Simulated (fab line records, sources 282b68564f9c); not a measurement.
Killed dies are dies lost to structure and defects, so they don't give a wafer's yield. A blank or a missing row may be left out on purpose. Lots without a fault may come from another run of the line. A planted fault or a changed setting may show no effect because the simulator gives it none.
Which tool did it? | flow rit_cmos | 13 lots, 39 wafers sampled, at 4 steps of a route of 202

WHAT THE GAUGES READ, wafer by wafer
RIT_ACTIVE_BOW_MEAS_00. Usual: INCOMING_BOW 0 um, standard deviation 6.2.
lot  | measured    | on            | INCOMING_BOW (um) | flag
L311 | day 1 10:00 | film_metro-04 | -2 4 -4           |
L312 | day 1 15:00 | film_metro-04 | 0 5 8             |
L314 | day 2 01:01 | film_metro-01 | 4 -2 10           |
L315 | day 2 06:00 | film_metro-01 | -12 -3 -5         |
L316 | day 2 11:00 | film_metro-01 | -3 3 1            |
L317 | day 2 16:00 | film_metro-01 | -3 1 -6           |
L321 | day 3 12:01 | film_metro-01 | -1 9 -6           |
L324 | day 4 03:01 | film_metro-03 | -8 1 0            |
L326 | day 4 13:00 | film_metro-01 | 12 3 -1           |
L328 | day 4 23:02 | film_metro-04 | 1 4 0             |
L329 | day 5 04:01 | film_metro-01 | -1 -4 -2          |
L332 | day 5 19:01 | film_metro-03 | -2 3 -1           |
L333 | day 6 00:00 | film_metro-01 | -4 1 5            |

RIT_PSD_TW_MEAS_10. Usual: PSD_TW 3433, standard deviation 56.
lot  | measured    | on            | PSD_TW         | flag
L311 | day 3 05:53 | film_metro-01 | 3475 3472 3476 |
L312 | day 3 08:23 | film_metro-03 | 3457 3458 3458 |
L314 | day 3 17:38 | film_metro-03 | 3458 3438 3430 |
L315 | day 3 23:37 | film_metro-01 | 3471 3473 3467 |
L316 | day 4 06:14 | film_metro-04 | 3370 3374 3372 |
L317 | day 4 10:11 | film_metro-04 | 3356 3376 3362 |
L321 | day 5 11:02 | film_metro-03 | 3455 3452 3465 |
L324 | day 5 23:39 | film_metro-03 | 3468 3461 3446 |
L326 | day 6 05:56 | film_metro-03 | 3472 3472 3473 |
L328 | day 6 20:10 | film_metro-01 | 3457 3456 3472 |
L329 | day 7 00:20 | film_metro-04 | 3352 3336 3346 |
L332 | day 7 16:04 | film_metro-01 | 3504 3483 3496 |
L333 | day 7 17:52 | film_metro-03 | 3477 3472 3485 |

WHICH TOOL RAN EACH LOT (tool, then ch and the chambers of the sampled wafers, then the start)
lot  | RIT_ACTIVE_ETCH_13                | RIT_PWELL_STRIP_09
L311 | rie_diel-01 ch 0,1, day 1 16:20   | plasma_asher-03 ch 0,1, day 2 00:33
L312 | rie_diel-03 ch 0,3, day 1 19:43   | plasma_asher-04 ch 0,1, day 2 04:16
L314 | rie_diel-01 ch 0,1,2, day 2 06:01 | plasma_asher-01 ch 0,1, day 2 15:08
L315 | rie_diel-03 ch 0,2,3, day 2 11:38 | plasma_asher-01 ch 0,1, day 2 19:47
L316 | rie_diel-01 ch 0,1,2, day 2 16:37 | plasma_asher-04 ch 0,1, day 3 00:41
L317 | rie_diel-01 ch 1,2,3, day 2 22:20 | plasma_asher-03 ch 0,1, day 3 05:53
L321 | rie_diel-01 ch 1,2,3, day 3 17:07 | plasma_asher-04 ch 0,1, day 4 07:08
L324 | rie_diel-03 ch 0,2,3, day 4 09:30 | plasma_asher-03 ch 0, day 4 17:47
L326 | rie_diel-01 ch 1,3, day 4 19:08   | plasma_asher-03 ch 0,1, day 5 02:52
L328 | rie_diel-04 ch 0,3, day 5 04:48   | plasma_asher-04 ch 0,1, day 5 14:21
L329 | rie_diel-01 ch 1,2,3, day 5 11:44 | plasma_asher-03 ch 0,1, day 5 20:50
L332 | rie_diel-01 ch 0,2,3, day 5 23:50 | plasma_asher-03 ch 0,1, day 6 09:51
L333 | rie_diel-01 ch 0,1,3, day 6 06:49 | plasma_asher-01 ch 0,1, day 6 14:31
- RIT_ACTIVE_ETCH_13: etches Si3N4 in SF6, stops on SiO2, time 210 s, target depth 210 nm.
- RIT_PWELL_STRIP_09: strips in O2, time 180 s.

WHAT THE TOOLS THEMSELVES READ (means of the sampled wafers that have a number; where no wafer has one, the mark that the record gives instead)
RIT_ACTIVE_ETCH_13. Usual: chamber_pressure_mTorr 260.01 mTorr, standard deviation 0.24; drypump_motor_current_A 5.7 A, standard deviation 0.3; oes_product_au 0.816 a.u., standard deviation 0.012; throttle_valve_pct 7.46 %, standard deviation 0.15.
lot  | tool        | chamber_pressure_mTorr (mTorr) | drypump_motor_current_A (A) | oes_product_au (a.u.) | throttle_valve_pct (%) | flag
L311 | rie_diel-01 | 259.98                         | 5.6                         | 0.805                 | 7.51                   |
L312 | rie_diel-03 | 260.36                         | 6.0                         | 0.822                 | 7.43                   |
L314 | rie_diel-01 | 260.03                         | 5.6                         | 0.814                 | 7.41                   |
L315 | rie_diel-03 | 259.85                         | 5.9                         | 0.822                 | 7.42                   |
L316 | rie_diel-01 | 259.97                         | 5.6                         | 0.810                 | 7.41                   |
L317 | rie_diel-01 | 259.88                         | 5.6                         | 0.811                 | 7.53                   |
L321 | rie_diel-01 | 259.96                         | 5.6                         | 0.815                 | 7.53                   |
L324 | rie_diel-03 | 216.85                         | 5.9                         | 0.821                 | 7.42                   | OFF
L326 | rie_diel-01 | 260.13                         | 5.6                         | 0.819                 | 7.67                   |
L328 | rie_diel-04 | 259.84                         | 5.7                         | 0.794                 | 7.47                   |
L329 | rie_diel-01 | 259.89                         | 5.5                         | 0.813                 | 7.54                   |
L332 | rie_diel-01 | 259.91                         | 5.6                         | 0.818                 | 7.43                   |
L333 | rie_diel-01 | 260.16                         | 5.6                         | 0.819                 | 7.55                   |

RIT_PWELL_STRIP_09. Usual: chamber_pressure_mTorr 4000 mTorr, standard deviation 3.6; drypump_motor_current_A 5.45 A, standard deviation 0.14.
lot  | tool            | chamber_pressure_mTorr (mTorr) | drypump_motor_current_A (A) | flag
L311 | plasma_asher-03 | 4002                           | 5.47                        |
L312 | plasma_asher-04 | 4003                           | 5.58                        |
L314 | plasma_asher-01 | 3997                           | 5.43                        |
L315 | plasma_asher-01 | 4001                           | 5.46                        |
L316 | plasma_asher-04 | 4000                           | 5.57                        |
L317 | plasma_asher-03 | 4001                           | 5.45                        |
L321 | plasma_asher-04 | 3999                           | 5.58                        |
L324 | plasma_asher-03 | 4001                           | 5.54                        |
L326 | plasma_asher-03 | 3999                           | 5.41                        |
L328 | plasma_asher-04 | 4001                           | 5.55                        |
L329 | plasma_asher-03 | 3998                           | 5.40                        |
L332 | plasma_asher-03 | 4001                           | 5.46                        |
L333 | plasma_asher-01 | 4001                           | 5.44                        |

THE ANSWER, worked out from the rows above alone
Rule: a lot is off if the mean of its wafers that have a number lies more than 3 standard deviations from the usual mean. A lot without any number at a reading at which 4 lots or more have one is off too. The other lots that the step has rows for count as sound. The gauges are gone through in route order, then the tools' own readings, and for those a lot's mean is taken as printed above. The first step at which some lot is off is used, and at that step the reading that is off furthest; a lot without a number counts as furthest.
Off: L324, at RIT_ACTIVE_ETCH_13 (chamber_pressure_mTorr).
A tool fits if, at that step or a process step before it, it ran every lot that is off, and no sound lot after the first of them. One fits: rie_diel-03 at RIT_ACTIVE_ETCH_13. Its last sound lot is L315 (day 2 11:38), its first lot that is off L324 (day 4 09:30): a fault that began between those two fits.
The tool's own readings at RIT_ACTIVE_ETCH_13 bear it out: on the lots that are off they differ by more than 5 times the standard deviation of the sound lots' means. chamber_pressure_mTorr reads 216.85 mTorr there against 260.00 mTorr on the sound lots.

WHAT THE SIMULATOR HAD PUT IN
Process parameter drift: rie_diel-03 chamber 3, from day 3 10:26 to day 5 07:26, at RIT_ACTIVE_ETCH_13. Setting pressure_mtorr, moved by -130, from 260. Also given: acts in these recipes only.
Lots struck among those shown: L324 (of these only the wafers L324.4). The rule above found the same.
